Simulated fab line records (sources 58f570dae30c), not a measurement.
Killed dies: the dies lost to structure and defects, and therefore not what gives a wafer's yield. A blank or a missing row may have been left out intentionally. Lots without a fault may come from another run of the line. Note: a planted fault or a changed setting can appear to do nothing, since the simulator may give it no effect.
A struck lot beside a sound one    flow berkeley cmos170    7 out of 331 route steps
Sound: the wafers L143.3, L143.4, L143.5. Wafers struck: L154.2, L154.3, L154.5. The cause comes at the end.
Order at every step that has rows: each side's tool, ch and its chambers, its first start. Under that, the readings that differ: sound wafers    struck wafers    difference of the means    sigmas: that difference in standard deviations of wafers without a fault.
alike: readings with means less than 2 such deviations apart, plus words and numbers identical on both sides. not compared: withheld readings, readings lacking a value on some wafer, bounds such as >300 that could conceal the same value, and numbers that have no deviation in the record and whose values overlap.
The two part at a step that has a row with sigmas, a row that says differs or no value, or rows on one side only. When numbers do not overlap yet have no deviation, they are printed without sigmas and do not part them. A reading that every wafer of one side lacks parts them only if that side has two wafers or more.

UCB170_START_BOW_MEAS_00:
  sound: film metro-03 at day 2 06:02; struck: film metro-01 at day 4 13:01
  alike: INCOMING_BOW
then, 2 steps without rows for these wafers: UCB170_START_CLEAN_01 (cleans in dHF, time 60 s); UCB170_START_OXIDATION_02 (target thk 20 nm, ox time 1800 s).
UCB170_START_THK_MEAS_03:
  sound: film metro-01 at day 2 07:50; struck: film metro-02 at day 4 18:00
  alike: START_OXIDE_THK
then, 1 step without rows for these wafers: UCB170_START_ANNEAL_04 (time 1200 s).
UCB170_ZERO_HMDS_00: prime time 60 s.
  sound on litho track-01 ch 0, day 2 12:24; struck on litho track-01 ch 0, day 4 22:52
reading           sound               struck                difference  sigmas
prime temp c (C)  99.94 100.15 99.82  105.74 105.90 105.65  +5.79       +48
  alike: exhaust pa
then, 1 step without rows for these wafers: UCB170_ZERO_COAT_01 (resist thk 900 nm).

## WHERE THEY PART
At UCB170_ZERO_HMDS_00 and nowhere else, as far as this record goes.

WHY: the cause the simulator had injected
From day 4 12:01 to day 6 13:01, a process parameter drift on litho track-01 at UCB170_ZERO_HMDS_00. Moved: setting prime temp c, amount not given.
